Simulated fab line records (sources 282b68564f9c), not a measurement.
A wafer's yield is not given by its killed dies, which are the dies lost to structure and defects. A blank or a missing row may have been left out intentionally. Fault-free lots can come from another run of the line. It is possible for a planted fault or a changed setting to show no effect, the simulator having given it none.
fab line records    flow rit-cmos    part 2 of 2: steps 35 to 47 of 47
record lots=5  wafers=15  last-day=7
route steps=202 shown ACTIVE@4 FOX1@20 FOX2@23 NWELL@28 PWELL@39 WELLDRIVE@50
lots that met no fault: taken from a fault-free run of the same line
start-h: hours from the record's opening day to when the first of the lot's shown wafers began    wait-h: hours since the lot's step before    " identical to the entry in the row above    L1.1+2: a row that stands for several wafers    - no value, or no start given    * or withheld: withheld    < > ~ a bound
route shown NAME@n: NAME is a module with steps in the file, n the number in the route of the first one    usual: average and standard deviation across the fault-free wafers    same: alike in all rows    chamber/n: place in a boat    sites: each site's reading    _std_site: standard deviation across them    _edge_site: mean of outer sites minus mean of inner sites    radius-mm: for every site, how far away it sits from the centre of the wafer    mask NAME#n: copy n    behind: tool/chamber where the wafer was last shaped    hold: what put the lot on hold/how long, in hours/how the hold closed    device: transistor that didn't switch, given as n, p or np    end of line: tests of these same wafers at the route's end    where a step has no rows: the recipe by itself    killed: dies lost to structure and defects at the first sort, not the wafer's yield    map: dies across one wafer; x = killed, . = not, _ = none there
set.NAME: the setting that was run; set.NAME@STEP: the one run at that earlier step    model.NAME: the simulator's own value behind a step, which no gauge read
a table for each step, a row for each wafer; lots at some steps of the route
services: the hour from which a tool's chamber was out of use, counted from the record's first day as start-h (under 0 if before that day), plus the number of hours and why
## steps
# step RIT_NWELL_TW_MEAS_10
# usual NWELL_TW=2178/19
lot.wafer  tool           chamber  start-h  wait-h  NWELL_TW
L076.2     film-metro-03  -        31.80    0.1     2169
L076.4     "              -        "        "       2178
L076.5     "              -        "        "       2169
L080.1     film-metro-04  -        53.12    0.1     2185
L080.5     "              -        "        "       2180
L080.6     "              -        "        "       2188
L085.2     film-metro-03  -        78.80    0.1     2174
L085.3     "              -        "        "       2161
L085.5     "              -        "        "       2165
L091.4     film-metro-04  -        106.05   0.1     2195
L091.5     "              -        "        "       2184
L091.6     "              -        "        "       2197
L095.2     film-metro-02  -        126.76   0.1     2172
L095.5     "              -        "        "       2161
L095.6     "              -        "        "       2166
# step RIT_PWELL_HMDS_00
# recipe prime-time-s=60  prime-temp-c=140
lot.wafer   tool            chamber  start-h  wait-h
L076.2+4+5  litho-track-02  0        31.87    0.1
L080.1+5+6  litho-track-04  0        53.18    0.1
L085.2+3+5  litho-track-01  0        78.88    0.1
L091.4+5+6  litho-track-02  0        106.15   0.1
L095.2+5+6  litho-track-02  0        126.84   0.1
# step RIT_PWELL_COAT_01
# recipe resist=NOVOLAK  spin-rpm=2000  resist-thk-nm=1300
lot.wafer   tool            chamber  start-h  wait-h
L076.2+4+5  litho-track-02  0        32.02    0.1
L080.1+5+6  litho-track-04  0        53.33    0.1
L085.2+3+5  litho-track-01  0        79.03    0.1
L091.4+5+6  litho-track-02  0        106.30   0.1
L095.2+5+6  litho-track-02  0        126.99   0.1
# step RIT_PWELL_SOFTBAKE_02
# recipe resist=NOVOLAK  temp-c=90  time-s=60
# same time-s=60
lot.wafer   tool            chamber  start-h  wait-h
L076.2+4+5  litho-track-02  0        32.17    0.1
L080.1+5+6  litho-track-04  0        53.48    0.1
L085.2+3+5  litho-track-01  0        79.18    0.1
L091.4+5+6  litho-track-02  0        106.45   0.1
L095.2+5+6  litho-track-02  0        127.14   0.1
# step RIT_PWELL_EXPOSE_03
# recipe mask-id=M3  na=0.57  target-cd-nm=43700  dose-mj=250
lot.wafer   tool              chamber  start-h  wait-h  mask
L076.2+4+5  iline-stepper-01  0        32.44    0.2     M3#0
L080.1+5+6  iline-stepper-01  0        53.76    0.2     M3#0
L085.2+3+5  iline-stepper-02  0        79.45    0.2     M3#0
L091.4+5+6  iline-stepper-01  0        106.59   0.1     M3#0
L095.2+5+6  iline-stepper-02  0        127.28   0.1     M3#0
# step RIT_PWELL_PEB_04
# recipe resist=NOVOLAK  temp-c=withheld  time-s=withheld
lot.wafer   tool            chamber  start-h  wait-h
L076.2+4+5  litho-track-01  0        32.56    0.1
L080.1+5+6  litho-track-02  0        53.87    0.1
L085.2+3+5  litho-track-04  0        79.57    0.1
L091.4+5+6  litho-track-02  0        106.72   0.1
L095.2+5+6  litho-track-01  0        127.40   0.1
# step RIT_PWELL_DEVELOP_05
# recipe resist=NOVOLAK  develop-time-s=68  dev-temp-c=23
lot.wafer   tool            chamber  start-h  wait-h
L076.2+4+5  litho-track-01  0        -        -
L080.1+5+6  litho-track-02  0        -        -
L085.2+3+5  litho-track-04  0        -        -
L091.4+5+6  litho-track-02  0        -        -
L095.2+5+6  litho-track-01  0        -        -
# step RIT_PWELL_OVL_MEAS_06
# usual PWELL_OVL=0.5/1.5
lot.wafer  tool        chamber  start-h  wait-h  PWELL_OVL[nm]
L076.2     overlay-02  -        32.86    -       -0.9
L076.4     "           -        "        "       -0.4
L076.5     "           -        "        "       -1.1
L080.1     overlay-02  -        54.19    -       -0.1
L080.5     "           -        "        "       0.7
L080.6     "           -        "        "       3.1
L085.2     overlay-02  -        79.87    -       0.7
L085.3     "           -        "        "       2.4
L085.5     "           -        "        "       0.1
L091.4     overlay-02  -        106.98   -       1.5
L091.5     "           -        "        "       -1.0
L091.6     "           -        "        "       0.0
L095.2     overlay-02  -        127.70   -       1.8
L095.5     "           -        "        "       0.3
L095.6     "           -        "        "       -0.2
# step RIT_PWELL_HARDBAKE_07
# recipe resist=NOVOLAK  temp-c=140  time-s=120
# same time-s=120
lot.wafer   tool            chamber  start-h  wait-h
L076.2+4+5  litho-track-01  0        32.93    0.1
L080.1+5+6  litho-track-02  0        54.22    0.0
L085.2+3+5  litho-track-02  0        79.94    0.1
L091.4+5+6  litho-track-02  0        107.12   0.1
L095.2+5+6  litho-track-02  0        127.77   0.1
# step RIT_PWELL_IMPLANT_08
# recipe species=B  energy-kev=170  dose-cm2=7e+13  tilt-deg=7
# usual end-station-pressure-torr=5.16e-06/2.8e-07  tilt-deg=6.999/0.021
lot.wafer  tool          chamber  start-h  wait-h  end-station-pressure-torr  tilt-deg
L076.2     implanter-04  0        33.16    0.2     4.79e-06                   6.986
L076.4     "             0        "        "       4.92e-06                   7.039
L076.5     "             0        "        "       5.38e-06                   7.006
L080.1     implanter-01  0        54.47    0.2     4.92e-06                   6.975
L080.5     "             0        "        "       5.33e-06                   6.972
L080.6     "             0        "        "       5.14e-06                   6.988
L085.2     implanter-04  0        80.17    0.2     5.78e-06                   6.988
L085.3     "             0        "        "       5.42e-06                   6.979
L085.5     "             0        "        "       5.12e-06                   6.990
L091.4     implanter-01  0        107.32   0.2     5.13e-06                   7.001
L091.5     "             0        "        "       4.86e-06                   7.044
L091.6     "             0        "        "       5.56e-06                   6.992
L095.2     implanter-02  0        128.00   0.2     5.15e-06                   6.981
L095.5     "             0        "        "       5.81e-06                   7.006
L095.6     "             0        "        "       5.2e-06                    7.000
# step RIT_PWELL_STRIP_09
# recipe chemistry=O2  time-s=180  resist=NOVOLAK  platen-temp-c=withheld  power-w=500  pressure-mtorr=4000  o2-flow-sccm=4000
# usual drypump-motor-current-A=5.7/0.35
# same time-s=180
lot.wafer  tool             chamber  start-h  wait-h  drypump-motor-current-A  rf-hours-counter-h
L076.2     plasma-asher-02  0        33.29    0.1     5.7                      20
L076.4     "                1        "        "       6.1                      -
L076.5     "                0        "        "       5.7                      -
L080.1     plasma-asher-03  0        54.62    0.1     5.8                      44
L080.5     "                0        "        "       5.7                      -
L080.6     "                1        "        "       5.7                      -
L085.2     plasma-asher-03  1        80.30    0.1     5.7                      46
L085.3     "                1        "        "       5.7                      -
L085.5     "                1        "        "       5.7                      -
L091.4     plasma-asher-03  0        107.45   0.1     5.8                      -
L091.5     "                1        "        "       5.7                      -
L091.6     "                0        "        "       5.7                      -
L095.2     plasma-asher-03  1        128.13   0.1     5.7                      53
L095.5     "                1        "        "       5.7                      -
L095.6     "                0        "        "       5.8                      -
# step RIT_PWELL_TW_MEAS_10
# usual PWELL_TW=958/8.3
lot.wafer  tool           chamber  start-h  wait-h  PWELL_TW
L076.2     film-metro-02  -        33.47    0.1     966
L076.4     "              -        "        "       969
L076.5     "              -        "        "       965
L080.1     film-metro-04  -        54.80    0.1     962
L080.5     "              -        "        "       967
L080.6     "              -        "        "       967
L085.2     film-metro-03  -        80.48    0.1     954
L085.3     "              -        "        "       954
L085.5     "              -        "        "       960
L091.4     film-metro-02  -        107.60   0.1     961
L091.5     "              -        "        "       954
L091.6     "              -        "        "       963
L095.2     film-metro-02  -        128.31   0.1     956
L095.5     "              -        "        "       953
L095.6     "              -        "        "       958
# step RIT_WELLDRIVE_ANNEAL_00
# recipe temp-c=1100  time-s=14700  ambient=N2
# usual spike-tc-centre-C=1103.1/1
# same time-s=14700
lot.wafer  tool        chamber  start-h  wait-h  spike-tc-centre-C
L076.2     furnace-03  0        33.86    0.4     1102.9
L076.4     "           0        "        "       1103.5
L076.5     "           0        "        "       1102.6
L080.1     furnace-01  0        54.86    0.1     1104.2
L080.5     "           0        "        "       1102.6
L080.6     "           0        "        "       1104.0
L085.2     furnace-02  0        80.53    0.0     1100.5
L085.3     "           0        "        "       1102.0
L085.5     "           0        "        "       1104.8
L091.4     furnace-01  0        107.63   0.0     1103.7
L091.5     "           0        "        "       1103.4
L091.6     "           0        "        "       1104.0
L095.2     furnace-03  0        128.71   0.4     1102.7
L095.5     "           0        "        "       1103.4
L095.6     "           0        "        "       1102.9
## services
tool              chamber  start-h  hours  kind
iline-stepper-01  0        3.20     -      calibration
plasma-asher-01   -        8.24     0.8    repair
iline-stepper-02  -        23.90    4.4    pm
iline-stepper-02  -        32.14    8.9    pm
lpcvd-01          -        33.71    0.5    repair
furnace-03        -        44.14    3.6    pm
implanter-01      -        46.12    1.4    repair
iline-stepper-02  0        47.36    -      calibration
rie-diel-01       1        64.65    1.4    repair
rie-diel-04       -        68.26    2.8    pm
implanter-02      -        71.86    1.0    repair
implanter-03      -        72.09    3.0    pm
rie-diel-04       2        73.09    7.9    repair
furnace-03        -        81.18    3.3    pm
rie-diel-01       -        82.53    0.4    repair
implanter-04      -        84.53    8.6    pm
wet-bench-03      -        91.39    46.5   pm
rie-diel-01       0        91.52    3.6    repair
plasma-asher-02   -        92.79    55.8   repair
wet-bench-04      -        93.48    7.8    repair
rie-diel-04       3        102.39   4.4    repair
plasma-asher-04   -        108.92   9.0    pm
furnace-01        -        112.71   2.9    pm
furnace-04        -        112.87   3.8    pm
